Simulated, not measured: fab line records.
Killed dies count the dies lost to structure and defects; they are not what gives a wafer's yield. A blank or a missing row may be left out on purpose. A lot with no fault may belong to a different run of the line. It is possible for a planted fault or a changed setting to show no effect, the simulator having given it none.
fab line records    flow berkeley-cmos170
[record] lots = 5  wafers = 23
route steps=331 shown START@3 ZERO@7 PWELL@39 ACTIVE@68 SACOX@98 SCREENOX@101 PVT@122 NLDD@161 NSD@195
start-h: hours from the record's first day to the start of the lot's first wafer shown    wait-h: how many hours have passed since the lot's step before this one    " the same as in the row above    L1.1+2: one row covering several wafers at once    - no value, or no start given    * or withheld: withheld    < > ~ a bound
route shown NAME@n: a module of which the file shows steps, and the number in the route of the first    usual: the fault-free wafers' mean and standard deviation    same: alike in all rows    chamber/n: place in a boat    sites: the reading at each site    _std_site: the values' standard deviation    _edge_site: outer sites' mean less inner sites'    radius-mm: how far each site lies from the wafer's centre    mask NAME#n: copy n    behind: the most recent tool/chamber to have shaped the wafer    hold: cause of the lot's hold/its duration in hours/its outcome    device: whichever transistor did not switch (one of n, p or np)    end of line: at the end of the route, the tests of the same wafers    a step with no rows: only its recipe    killed: not the wafer's yield, but the dies lost to structure and defects at the first sort    map: dies across one wafer; x = killed, . = not, _ = none there
set.NAME: the run value of the setting; set.NAME@STEP: its run value at that earlier step    model.NAME: the simulator's own value behind a step, which no gauge read
lots with deliberately changed settings; one table per step, one row per wafer
[[steps]]
[step UCB170_START_OXIDATION_02]
[recipe] temp-c = 950  ambient = O2  target-thk-a = 200  ox-time-s = 1800
lot.wafer  tool        chamber  start-h  wait-h  set.ox-time-s  model.SiO2_of_START_OXIDATION_02.thk-nm
L075.2     -           -        -        3.6     2002           21.34
L075.3     "           -        "        "       2002           21.43
L075.4     "           -        "        "       2002           21.59
L075.5     "           -        "        "       2002           21.61
L075.6     "           -        "        "       2002           21.26
L077.1     -           -        -        3.1     1627           18.8
L077.2     "           -        "        "       1627           18.85
L077.3     "           -        "        "       1627           18.89
L077.4     "           -        "        "       1627           18.74
L077.6     "           -        "        "       1627           19.14
L078.1     -           -        -        2.2     2043           21.34
L078.2     "           -        "        "       2043           21.24
L078.3     "           -        "        "       2043           21.44
L078.4     "           -        "        "       2043           21.43
L078.5     "           -        "        "       2043           21.35
L081.3     furnace-04  0        46.66    1.5     1800           20.46
L081.5     "           0        "        "       1800           20.63
L081.6     "           0        "        "       1800           20.49
L085.1     -           -        -        1.0     1800           20.05
L085.2     "           -        "        "       1800           19.42
L085.3     "           -        "        "       1800           20.14
L085.5     "           -        "        "       1800           20.36
L085.6     "           -        "        "       1800           20.03
[step UCB170_START_THK_MEAS_03]
[recipe] reads = SiO2_of_START_OXIDATION_02
[usual] START_OXIDE_THK = 20.1/0.32
lot.wafer  tool           chamber  start-h  wait-h  set.ox-time-s@START_OXIDATION_02  START_OXIDE_THK[nm]
L075.2     film-metro-01  -        -        -       2002                              21.3
L075.3     "              -        "        "       2002                              21.4
L075.4     "              -        "        "       2002                              21.5
L075.5     "              -        "        "       2002                              21.6
L075.6     "              -        "        "       2002                              21.2
L077.1     film-metro-04  -        -        -       1627                              18.8
L077.2     "              -        "        "       1627                              18.8
L077.3     "              -        "        "       1627                              18.9
L077.4     "              -        "        "       1627                              18.8
L077.6     "              -        "        "       1627                              19.2
L078.1     film-metro-01  -        -        -       2043                              21.3
L078.2     "              -        "        "       2043                              21.2
L078.3     "              -        "        "       2043                              21.5
L078.4     "              -        "        "       2043                              21.5
L078.5     "              -        "        "       2043                              21.4
L081.3     film-metro-04  -        48.18    0.0     1800                              20.4
L081.5     "              -        "        "       1800                              20.7
L081.6     "              -        "        "       1800                              20.5
L085.1     film-metro-01  -        -        -       1800                              20.1
L085.2     "              -        "        "       1800                              19.5
L085.3     "              -        "        "       1800                              20.1
L085.5     "              -        "        "       1800                              20.3
L085.6     "              -        "        "       1800                              20.0
[step UCB170_ZERO_COAT_01]
[recipe] resist = KrF  spin-rpm = 1500  resist-thk-nm = 900
lot.wafer  tool            chamber  start-h  wait-h  set.spin-rpm  model.KrF_of_ZERO_COAT_01.thk-nm
L075.2     litho-track-04  0        23.17    0.1     1500          900.5
L075.3     "               0        "        "       1467          909.6
L075.4     "               0        "        "       1500          901.8
L075.5     "               0        "        "       1500          900
L075.6     "               0        "        "       1467          909.7
L077.1     litho-track-04  0        32.68    0.1     1401          929
L077.2     "               0        "        "       1500          900.5
L077.3     "               0        "        "       1500          900.4
L077.4     "               0        "        "       1401          931.5
L077.6     "               0        "        "       1401          930.6
L078.1     litho-track-04  0        36.13    0.1     1500          903.6
L078.2     "               0        "        "       1500          902
L078.3     "               0        "        "       1500          901.9
L078.4     "               0        "        "       1500          900.1
L078.5     "               0        "        "       1500          901.6
L081.3     litho-track-02  0        52.24    0.1     1500          901.4
L081.5     "               0        "        "       1500          898
L081.6     "               0        "        "       1500          900.3
L085.1     litho-track-02  0        73.41    0.1     1563          882.9
L085.2     "               0        "        "       1500          900.3
L085.3     "               0        "        "       1500          899.7
L085.5     "               0        "        "       1563          883.2
L085.6     "               0        "        "       1563          879
[step UCB170_ZERO_SOFTBAKE_02]
[recipe] resist = KrF  temp-c = 130  time-s = 60
[step UCB170_ZERO_EXPOSE_03]
[recipe] mask-id = PM_MARKS  na = 0.5  sigma-outer = 0.6  source-shape = conventional  target-cd-nm = 4000  dose-mj = 30
[step UCB170_ZERO_DEVELOP_05]
[recipe] developer = TMAH  develop-time-s = 45  resist = KrF  dev-temp-c = 21
[step UCB170_ZERO_ETCH_06]
[recipe] chemistry = CHF3/CF4/Ar  target = SiO2  time-s = 12  pressure-mtorr = 100  rf-w = 500  CHF3_flow_sccm = 50  cf4-flow-sccm = 10  Ar_flow_sccm = 120  over-etch-frac = 1.58
[step UCB170_ZERO_STRIP_07]
[recipe] chemistry = O2  power-w = 400  pressure-mtorr = 3500  platen-temp-c = withheld  o2-flow-sccm = 400  overash-fraction = 0.5
[usual] strip-time-to-endpoint-s = 21.49/0.052
lot.wafer  tool             chamber  start-h  wait-h  set.spin-rpm@ZERO_COAT_01  strip-time-to-endpoint-s
L075.2     plasma-asher-02  0        24.18    0.0     1500                       21.51
L075.3     "                1        "        "       1467                       21.70
L075.4     "                0        "        "       1500                       21.52
L075.5     "                0        "        "       1500                       21.46
L075.6     "                1        "        "       1467                       21.72
L077.1     plasma-asher-02  1        34.01    0.0     1401                       22.15
L077.2     "                0        "        "       1500                       21.51
L077.3     "                0        "        "       1500                       21.50
L077.4     "                1        "        "       1401                       22.24
L077.6     "                0        "        "       1401                       22.21
L078.1     plasma-asher-04  0        36.92    0.0     1500                       21.57
L078.2     "                1        "        "       1500                       21.53
L078.3     "                0        "        "       1500                       21.52
L078.4     "                1        "        "       1500                       21.50
L078.5     "                1        "        "       1500                       21.53
L081.3     plasma-asher-04  1        52.94    0.0     1500                       21.50
L081.5     "                1        "        "       1500                       21.42
L081.6     "                0        "        "       1500                       21.48
L085.1     plasma-asher-02  0        74.12    0.0     1563                       21.08
L085.2     "                1        "        "       1500                       21.49
L085.3     "                0        "        "       1500                       21.47
L085.5     "                0        "        "       1563                       21.09
L085.6     "                1        "        "       1563                       20.98
[step UCB170_PWELL_CVD_05]
[recipe] material = Si3N4  target-thk-nm = 220  temp-c = 800  precursor = SiH2Cl2/NH3  time-s = 3300  pressure-mtorr = 200  sih2cl2-flow-sccm = 25  nh3-flow-sccm = 75
lot.wafer  tool      chamber  start-h  wait-h  set.pressure-mtorr  model.Si3N4_of_PWELL_CVD_05.thk-nm
L075.2     -         -        -        -       200                 223.4
L075.3     "         -        "        "       200                 222.8
L075.4     "         -        "        "       200                 222.9
L075.5     "         -        "        "       200                 224.2
L075.6     "         -        "        "       200                 222.6
L077.1     -         -        -        -       228.7               225.9
L077.2     "         -        "        "       228.7               228.9
L077.3     "         -        "        "       228.7               228
L077.4     "         -        "        "       228.7               227.7
L077.6     "         -        "        "       228.7               229
L078.1     -         -        -        -       212.9               223.6
L078.2     "         -        "        "       212.9               223.3
L078.3     "         -        "        "       212.9               224.2
L078.4     "         -        "        "       212.9               224
L078.5     "         -        "        "       212.9               223.2
L081.3     lpcvd-02  1        80.76    0.0     200                 223.1
L081.5     "         1        "        "       200                 221.9
L081.6     "         1        "        "       200                 221
L085.1     -         -        -        -       187                 215.1
L085.2     "         -        "        "       187                 215.8
L085.3     "         -        "        "       187                 215.4
L085.5     "         -        "        "       187                 216.2
L085.6     "         -        "        "       187                 214.2
[step UCB170_ACTIVE_COAT_08]
[recipe] resist = KrF  spin-rpm = 1500  resist-thk-nm = 900
lot.wafer  tool            chamber  start-h  wait-h  set.resist-thk-nm  model.KrF_of_ACTIVE_COAT_08.thk-nm
L077.1     litho-track-03  0        87.05    0.1     900                897.2
L077.2     "               0        "        "       900                899.9
L077.3     "               0        "        "       900                900.4
L077.4     "               0        "        "       900                902.1
L077.6     "               0        "        "       900                901.3
L075.2     litho-track-01  0        87.17    0.1     900                901.8
L075.3     "               0        "        "       900                900.5
L075.4     "               0        "        "       882.3              884.1
L075.5     "               0        "        "       882.3              881
L075.6     "               0        "        "       882.3              884
L078.1     litho-track-03  0        98.24    0.1     900                902.1
L078.2     "               0        "        "       874.6              873.2
L078.3     "               0        "        "       900                898.9
L078.4     "               0        "        "       874.6              874.7
L078.5     "               0        "        "       874.6              873.8
L081.3     litho-track-01  0        114.04   0.1     900                898
L081.5     "               0        "        "       900                899.2
L081.6     "               0        "        "       900                898.7
L085.1     litho-track-03  0        140.13   0.1     900                898.8
L085.2     "               0        "        "       882.3              880
L085.3     "               0        "        "       900                900.8
L085.5     "               0        "        "       882.3              882.5
L085.6     "               0        "        "       882.3              884
[step UCB170_ACTIVE_ETCH_15]
[recipe] chemistry = CH3F/Ar/O2  target = Si3N4  stop-on = SiO2  CH3F_flow_sccm = 20  Ar_flow_sccm = 50  O2_flow_sccm = 7  pressure-mtorr = 50  rf-w = 450  target-depth-a = 2420  over-etch-frac = 0.1  time-s = 151
lot.wafer  tool         chamber  start-h  wait-h  set.over-etch-frac  set.resist-thk-nm@ACTIVE_COAT_08  model.KrF_of_ACTIVE_COAT_08.thk-nm
L077.1     rie-diel-02  3        87.90    0.0     0.1                 900                               724.8
L077.2     "            2        "        "       0.1                 900                               726.8
L077.3     "            0        "        "       0.1                 900                               727.8
L077.4     "            1        "        "       0.07458             900                               730.8
L077.6     "            2        "        "       0.07458             900                               733.2
L075.2     rie-diel-02  3        88.13    0.0     0.1114              900                               726.9
L075.3     "            2        "        "       0.1114              900                               724.3
L075.4     "            1        "        "       0.1114              882.3                             706.9
L075.5     "            2        "        "       0.1                 882.3                             706.6
L075.6     "            1        "        "       0.1                 882.3                             708.9
L078.1     rie-diel-04  3        99.09    0.0     0.1                 900                               727.4
L078.2     "            1        "        "       0.1                 874.6                             693.5
L078.3     "            0        "        "       0.1                 900                               722.6
L078.4     "            2        "        "       0.1                 874.6                             697.1
L078.5     "            2        "        "       0.1                 874.6                             694.4
L081.3     rie-diel-02  0        115.39   0.0     0.1                 900                               722.6
L081.5     "            0        "        "       0.1                 900                               725
L081.6     "            1        "        "       0.1                 900                               724.5
L085.1     rie-diel-04  1        142.75   0.0     0.07221             900                               725.4
L085.2     "            3        "        "       0.07221             882.3                             709.2
L085.3     "            0        "        "       0.07221             900                               728.3
L085.5     "            3        "        "       0.1                 882.3                             707.3
L085.6     "            0        "        "       0.1                 882.3                             706.9
[step UCB170_ACTIVE_STRIP_16]
[recipe] chemistry = O2  power-w = 400  pressure-mtorr = 3500  platen-temp-c = withheld  o2-flow-sccm = 400  overash-fraction = 0.5
[usual] strip-time-to-endpoint-s = 18.08/0.076
lot.wafer  tool             chamber  start-h  wait-h  set.resist-thk-nm@ACTIVE_COAT_08  strip-time-to-endpoint-s
L077.1     plasma-asher-03  1        88.00    0.1     900                               18.07
L077.2     "                0        "        "       900                               18.14
L077.3     "                1        "        "       900                               18.19
L077.4     "                0        "        "       900                               18.25
L077.6     "                0        "        "       900                               18.31
L075.2     plasma-asher-02  0        88.23    0.1     900                               18.14
L075.3     "                1        "        "       900                               18.08
L075.4     "                0        "        "       882.3                             17.67
L075.5     "                1        "        "       882.3                             17.65
L075.6     "                0        "        "       882.3                             17.73
L078.1     plasma-asher-01  1        99.19    0.1     900                               18.16
L078.2     "                0        "        "       874.6                             17.35
L078.3     "                1        "        "       900                               18.05
L078.4     "                0        "        "       874.6                             17.45
L078.5     "                0        "        "       874.6                             17.38
L081.3     plasma-asher-01  1        115.53   0.1     900                               18.04
L081.5     "                0        "        "       900                               18.10
L081.6     "                1        "        "       900                               18.09
L085.1     plasma-asher-03  0        142.85   0.1     900                               18.11
L085.2     "                1        "        "       882.3                             17.71
L085.3     "                0        "        "       900                               18.18
L085.5     "                1        "        "       882.3                             17.67
L085.6     "                0        "        "       882.3                             17.66
[step UCB170_SACOX_OXIDATION_01]
[recipe] temp-c = 900  ambient = O2  target-thk-a = 144  ox-time-s = 2400
lot.wafer  tool        chamber  start-h  wait-h  set.ox-time-s  model.SiO2_of_SACOX_OXIDATION_01.thk-nm
L075.2     -           -        -        3.0     2505           14.4
L075.3     "           -        "        "       2505           14.63
L075.4     "           -        "        "       2505           14.58
L075.5     "           -        "        "       2505           14.65
L075.6     "           -        "        "       2505           14.73
L077.1+4   -           -        -        3.0     2048           12.75
L077.2     "           -        "        "       2048           12.87
L077.3     "           -        "        "       2048           12.51
L077.6     "           -        "        "       2048           12.73
L078.1+3   -           -        -        0.0     2543           15.3
L078.2     "           -        "        "       2543           15.37
L078.4     "           -        "        "       2543           15.14
L078.5     "           -        "        "       2543           15.35
L081.3     furnace-02  0        137.02   2.7     2400           14.26
L081.5     "           0        "        "       2400           13.89
L081.6     "           0        "        "       2400           14.23
L085.1     -           -        -        2.5     2729           15.91
L085.2     "           -        "        "       2729           16.05
L085.3     "           -        "        "       2729           15.96
L085.5     "           -        "        "       2729           16.08
L085.6     "           -        "        "       2729           16
[step UCB170_SACOX_THK_MEAS_02]
[recipe] reads = SiO2_of_SACOX_OXIDATION_01
[usual] SACOX_OXIDE_THK = 14.33/0.3
lot.wafer  tool           chamber  start-h  wait-h  set.ox-time-s@SACOX_OXIDATION_01  SACOX_OXIDE_THK[nm]
L075.2     film-metro-01  -        -        -       2505                              14.38
L075.3     "              -        "        "       2505                              14.66
L075.4     "              -        "        "       2505                              14.60
L075.5     "              -        "        "       2505                              14.68
L075.6     "              -        "        "       2505                              14.74
L077.1     film-metro-03  -        -        -       2048                              12.77
L077.2     "              -        "        "       2048                              12.86
L077.3     "              -        "        "       2048                              12.53
L077.4     "              -        "        "       2048                              12.76
L077.6     "              -        "        "       2048                              12.71
L078.1     film-metro-01  -        -        -       2543                              15.26
L078.2     "              -        "        "       2543                              15.34
L078.3     "              -        "        "       2543                              15.29
L078.4     "              -        "        "       2543                              15.15
L078.5     "              -        "        "       2543                              15.30
L081.3     film-metro-02  -        138.71   0.0     2400                              14.28
L081.5     "              -        "        "       2400                              13.88
L081.6     "              -        "        "       2400                              14.20
L085.1     film-metro-02  -        -        -       2729                              15.91
L085.2     "              -        "        "       2729                              16.03
L085.3     "              -        "        "       2729                              15.96
L085.5     "              -        "        "       2729                              16.12
L085.6     "              -        "        "       2729                              16.00
[step UCB170_SCREENOX_OXIDATION_01]
[recipe] temp-c = 900  ambient = O2  target-thk-a = 144  ox-time-s = 2400
lot.wafer  tool        chamber  start-h  wait-h  set.temp-c  model.SiO2_of_SCREENOX_OXIDATION_01.thk-nm
L075.2     -           -        -        1.2     900         14.32
L075.3     "           -        "        "       900         14.21
L075.4     "           -        "        "       900         14.17
L075.5     "           -        "        "       900         14.16
L075.6     "           -        "        "       900         14.38
L077.1     -           -        -        1.2     926.3       18.55
L077.2     "           -        "        "       926.3       18.25
L077.3     "           -        "        "       926.3       18.68
L077.4     "           -        "        "       926.3       18.37
L077.6     "           -        "        "       926.3       18.26
L078.1+2   -           -        -        0.3     900         14.69
L078.3     "           -        "        "       900         14.57
L078.4+5   "           -        "        "       900         14.71
L081.3     furnace-02  0        139.94   1.1     900         14.29
L081.5     "           0        "        "       900         14.1
L081.6     "           0        "        "       900         14.4
L085.1     -           -        -        1.6     917.9       17.06
L085.2     "           -        "        "       917.9       16.92
L085.3     "           -        "        "       917.9       16.9
L085.5     "           -        "        "       917.9       17.19
L085.6     "           -        "        "       917.9       16.94
[step UCB170_SCREENOX_THK_MEAS_02]
[recipe] reads = SiO2_of_SCREENOX_OXIDATION_01
[usual] SCREENOX_OXIDE_THK = 14.30/0.2
lot.wafer  tool           chamber  start-h  wait-h  set.temp-c@SCREENOX_OXIDATION_01  SCREENOX_OXIDE_THK[nm]
L077.1     film-metro-03  -        -        -       926.3                             18.53
L077.2     "              -        "        "       926.3                             18.27
L077.3     "              -        "        "       926.3                             18.70
L077.4     "              -        "        "       926.3                             18.39
L077.6     "              -        "        "       926.3                             18.26
L075.2     film-metro-01  -        -        -       900                               14.34
L075.3     "              -        "        "       900                               14.24
L075.4     "              -        "        "       900                               14.15
L075.5     "              -        "        "       900                               14.14
L075.6     "              -        "        "       900                               14.42
L078.1     film-metro-01  -        -        -       900                               14.67
L078.2     "              -        "        "       900                               14.67
L078.3     "              -        "        "       900                               14.59
L078.4     "              -        "        "       900                               14.69
L078.5     "              -        "        "       900                               14.66
L081.3     film-metro-04  -        141.62   0.0     900                               14.20
L081.5     "              -        "        "       900                               14.08
L081.6     "              -        "        "       900                               14.42
L085.1     film-metro-01  -        -        -       917.9                             17.03
L085.2     "              -        "        "       917.9                             16.93
L085.3     "              -        "        "       917.9                             16.88
L085.5     "              -        "        "       917.9                             17.24
L085.6     "              -        "        "       917.9                             16.94
[step UCB170_PVT_IMPLANT_07]
[recipe] species = P  dose-cm2 = 2e+12  energy-kev = 30  tilt-deg = 7
lot.wafer   tool          chamber  start-h  wait-h  set.dose-cm2
L075.2+6    implanter-04  0        122.73   0.0     2e+12
L075.3+4+5  "             0        "        "       1.94e+12
L077.1+2    implanter-02  0        123.43   0.0     2e+12
L077.3+4+6  "             0        "        "       1.908e+12
L078.1+2    implanter-01  0        127.26   0.0     2.139e+12
L078.3+4+5  "             0        "        "       2e+12
L081.3+5+6  implanter-04  0        147.22   0.1     2e+12
L085.1+5    implanter-02  0        175.33   0.0     2e+12
L085.2+3+6  "             0        "        "       1.915e+12
[step UCB170_PVT_STRIP_08]
[recipe] chemistry = O2  power-w = 400  pressure-mtorr = 3500  platen-temp-c = withheld  o2-flow-sccm = 400  overash-fraction = 0.5
[step UCB170_PVT_TW_MEAS_09]
[usual] PVT_TW = 509.8/2.9
lot.wafer  tool           chamber  start-h  wait-h  set.dose-cm2@PVT_IMPLANT_07  PVT_TW
L075.2     film-metro-04  -        122.97   0.1     2e+12                        506.5
L075.3     "              -        "        "       1.94e+12                     502.9
L075.4     "              -        "        "       1.94e+12                     504.4
L075.5     "              -        "        "       1.94e+12                     501.0
L075.6     "              -        "        "       2e+12                        507.9
L077.1     film-metro-04  -        123.68   0.1     2e+12                        507.1
L077.2     "              -        "        "       2e+12                        507.6
L077.3     "              -        "        "       1.908e+12                    499.8
L077.4     "              -        "        "       1.908e+12                    498.5
L077.6     "              -        "        "       1.908e+12                    498.7
L078.1     film-metro-03  -        127.51   0.1     2.139e+12                    524.7
L078.2     "              -        "        "       2.139e+12                    523.7
L078.3     "              -        "        "       2e+12                        512.7
L078.4     "              -        "        "       2e+12                        511.6
L078.5     "              -        "        "       2e+12                        511.4
L081.3     film-metro-02  -        147.44   0.1     2e+12                        507.5
L081.5     "              -        "        "       2e+12                        509.0
L081.6     "              -        "        "       2e+12                        506.9
L085.1     film-metro-04  -        175.58   0.1     2e+12                        508.0
L085.2     "              -        "        "       1.915e+12                    500.8
L085.3     "              -        "        "       1.915e+12                    500.1
L085.5     "              -        "        "       2e+12                        508.8
L085.6     "              -        "        "       1.915e+12                    500.8
[step UCB170_NLDD_EXPOSE_03]
[recipe] mask-id = NSELECT  na = 0.5  sigma-outer = 0.6  source-shape = conventional  target-cd-nm = 1200  dose-mj = 30
lot.wafer       tool            chamber  start-h  wait-h  mask       set.dose-mj
L077.1+2+6      krf-scanner-01  0        141.95   0.2     NSELECT#0  29.33
L077.3+4        "               0        "        "       NSELECT#0  30
L075.2+3        krf-scanner-01  0        142.87   0.2     NSELECT#0  30
L075.4+5+6      "               0        "        "       NSELECT#0  28.8
L078.1+2+3+4+5  krf-scanner-02  0        145.23   0.2     NSELECT#0  30
L081.3+5+6      krf-scanner-01  0        163.09   0.1     NSELECT#0  30
L085.1+5+6      krf-scanner-01  0        189.12   0.1     NSELECT#0  30
L085.2+3        "               0        "        "       NSELECT#0  28.32
[step UCB170_NLDD_PEB_04]
[recipe] peb-temp-c = 130  peb-time-s = withheld  resist = KrF
[step UCB170_NLDD_DEVELOP_05]
[recipe] developer = TMAH  develop-time-s = 45  resist = KrF  dev-temp-c = 21
[step UCB170_NLDD_CD_MEAS_06]
[recipe] target-cd-nm = 1200
[usual] cd-nm = 1200.3/1.6
lot.wafer  tool       chamber  start-h  wait-h  set.dose-mj@NLDD_EXPOSE_03  cd-nm
L077.1     cd-sem-01  -        142.81   -       29.33                       1198.1
L077.2     "          -        "        "       29.33                       1198.0
L077.3     "          -        "        "       30                          1202.5
L077.4     "          -        "        "       30                          1201.4
L077.6     "          -        "        "       29.33                       1198.0
L075.2     cd-sem-01  -        143.38   -       30                          1198.2
L075.3     "          -        "        "       30                          1199.8
L075.4     "          -        "        "       28.8                        1192.6
L075.5     "          -        "        "       28.8                        1193.6
L075.6     "          -        "        "       28.8                        1193.1
L078.1     cd-sem-01  -        145.62   -       30                          1201.6
L078.2     "          -        "        "       30                          1201.5
L078.3     "          -        "        "       30                          1201.5
L078.4     "          -        "        "       30                          1201.5
L078.5     "          -        "        "       30                          1201.7
L081.3     cd-sem-02  -        163.49   -       30                          1201.1
L081.5     "          -        "        "       30                          1200.0
L081.6     "          -        "        "       30                          1200.3
L085.1     cd-sem-02  -        190.13   -       30                          1199.8
L085.2     "          -        "        "       28.32                       1190.2
L085.3     "          -        "        "       28.32                       1190.6
L085.5     "          -        "        "       30                          1200.4
L085.6     "          -        "        "       30                          1200.6
[step UCB170_NSD_IMPLANT_08]
[recipe] species = P  dose-cm2 = 3e+15  energy-kev = 40  tilt-deg = 7
lot.wafer   tool          chamber  start-h  wait-h  set.dose-cm2
L077.1+2+4  implanter-04  0        151.07   0.0     2.888e+15
L077.3+6    "             0        "        "       3e+15
L075.2+3+5  implanter-04  0        151.81   0.0     3.159e+15
L075.4+6    "             0        "        "       3e+15
L078.1+2+4  implanter-02  0        153.02   0.0     3e+15
L078.3+5    "             0        "        "       2.925e+15
L081.3+5+6  implanter-02  0        173.15   0.1     3e+15
L085.1+6    implanter-04  0        200.06   0.0     3e+15
L085.2+3+5  "             0        "        "       3.197e+15
[step UCB170_NSD_STRIP_09]
[recipe] chemistry = O2  power-w = 400  pressure-mtorr = 3500  platen-temp-c = withheld  o2-flow-sccm = 400  overash-fraction = 0.5
[usual] strip-time-to-endpoint-s = 35.78/0.073
lot.wafer  tool             chamber  start-h  wait-h  set.dose-cm2@NSD_IMPLANT_08  strip-time-to-endpoint-s
L077.1     plasma-asher-03  1        151.22   0.1     2.888e+15                    35.46
L077.2     "                0        "        "       2.888e+15                    35.56
L077.3     "                1        "        "       3e+15                        35.83
L077.4     "                0        "        "       2.888e+15                    35.48
L077.6     "                1        "        "       3e+15                        35.76
L075.2     plasma-asher-03  1        151.93   0.1     3.159e+15                    36.42
L075.3     "                0        "        "       3.159e+15                    36.38
L075.4     "                1        "        "       3e+15                        35.89
L075.5     "                1        "        "       3.159e+15                    36.39
L075.6     "                0        "        "       3e+15                        35.91
L078.1     plasma-asher-03  1        153.17   0.1     3e+15                        35.79
L078.2     "                0        "        "       3e+15                        35.69
L078.3     "                1        "        "       2.925e+15                    35.51
L078.4     "                0        "        "       3e+15                        35.79
L078.5     "                0        "        "       2.925e+15                    35.54
L081.3     plasma-asher-01  1        173.29   0.1     3e+15                        35.74
L081.5     "                1        "        "       3e+15                        35.78
L081.6     "                0        "        "       3e+15                        35.74
L085.1     plasma-asher-01  1        200.21   0.1     3e+15                        35.82
L085.2     "                0        "        "       3.197e+15                    36.49
L085.3     "                0        "        "       3.197e+15                    36.45
L085.5     "                1        "        "       3.197e+15                    36.38
L085.6     "                0        "        "       3e+15                        35.79
[[key]]
[split] step = UCB170_START_OXIDATION_02  setting = ox-time-s  stated = 1800  by = lot
[response] step = UCB170_START_OXIDATION_02  reading = model.SiO2_of_START_OXIDATION_02.thk-nm  change = +0.11  per = 1%  r = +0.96
[response] step = UCB170_START_THK_MEAS_03  reading = START_OXIDE_THK  change = +0.11  per = 1%  r = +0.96
[split] step = UCB170_ZERO_COAT_01  setting = spin-rpm  stated = 1500  by = wafer
[response] step = UCB170_ZERO_COAT_01  reading = model.KrF_of_ZERO_COAT_01.thk-nm  change = -4.45  per = 1%  r = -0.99
[response] step = UCB170_ZERO_STRIP_07  reading = strip-time-to-endpoint-s  change = *  per = 1%  r = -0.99
[split] step = UCB170_PWELL_CVD_05  setting = pressure-mtorr  stated = 200  by = lot
[response] step = UCB170_PWELL_CVD_05  reading = model.Si3N4_of_PWELL_CVD_05.thk-nm  change = +0.538  per = 1%  r = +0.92
[split] step = UCB170_ACTIVE_COAT_08  setting = resist-thk-nm  stated = 900  by = wafer
[response] step = UCB170_ACTIVE_COAT_08  reading = model.KrF_of_ACTIVE_COAT_08.thk-nm  change = +9.26  per = 1%  r = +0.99
[response] step = UCB170_ACTIVE_ETCH_15  reading = model.KrF_of_ACTIVE_COAT_08.thk-nm  change = +10.1  per = 1%  r = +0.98
[response] step = UCB170_ACTIVE_STRIP_16  reading = strip-time-to-endpoint-s  change = *  per = 1%  r = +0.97
[split] step = UCB170_ACTIVE_ETCH_15  setting = over-etch-frac  stated = 0.1  by = wafer
response none clear
[split] step = UCB170_SACOX_OXIDATION_01  setting = ox-time-s  stated = 2400  by = lot
[response] step = UCB170_SACOX_OXIDATION_01  reading = model.SiO2_of_SACOX_OXIDATION_01.thk-nm  change = +0.116  per = 1%  r = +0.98
[response] step = UCB170_SACOX_THK_MEAS_02  reading = SACOX_OXIDE_THK  change = +0.116  per = 1%  r = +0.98
[split] step = UCB170_SCREENOX_OXIDATION_01  setting = temp-c  stated = 900  by = lot
[response] step = UCB170_SCREENOX_OXIDATION_01  reading = model.SiO2_of_SCREENOX_OXIDATION_01.thk-nm  change = +1.35  per = 1%  r = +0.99
[response] step = UCB170_SCREENOX_THK_MEAS_02  reading = SCREENOX_OXIDE_THK  change = +1.36  per = 1%  r = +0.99
[split] step = UCB170_PVT_IMPLANT_07  setting = dose-cm2  stated = 2e+12  by = wafer
[response] step = UCB170_PVT_TW_MEAS_09  reading = PVT_TW  change = +1.77  per = 1%  r = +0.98
[split] step = UCB170_NLDD_EXPOSE_03  setting = dose-mj  stated = 30  by = wafer
[response] step = UCB170_NLDD_CD_MEAS_06  reading = cd-nm  change = +1.67  per = 1%  r = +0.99
[split] step = UCB170_NSD_IMPLANT_08  setting = dose-cm2  stated = 3e+15  by = wafer
[response] step = UCB170_NSD_STRIP_09  reading = strip-time-to-endpoint-s  change = *  per = 1%  r = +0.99
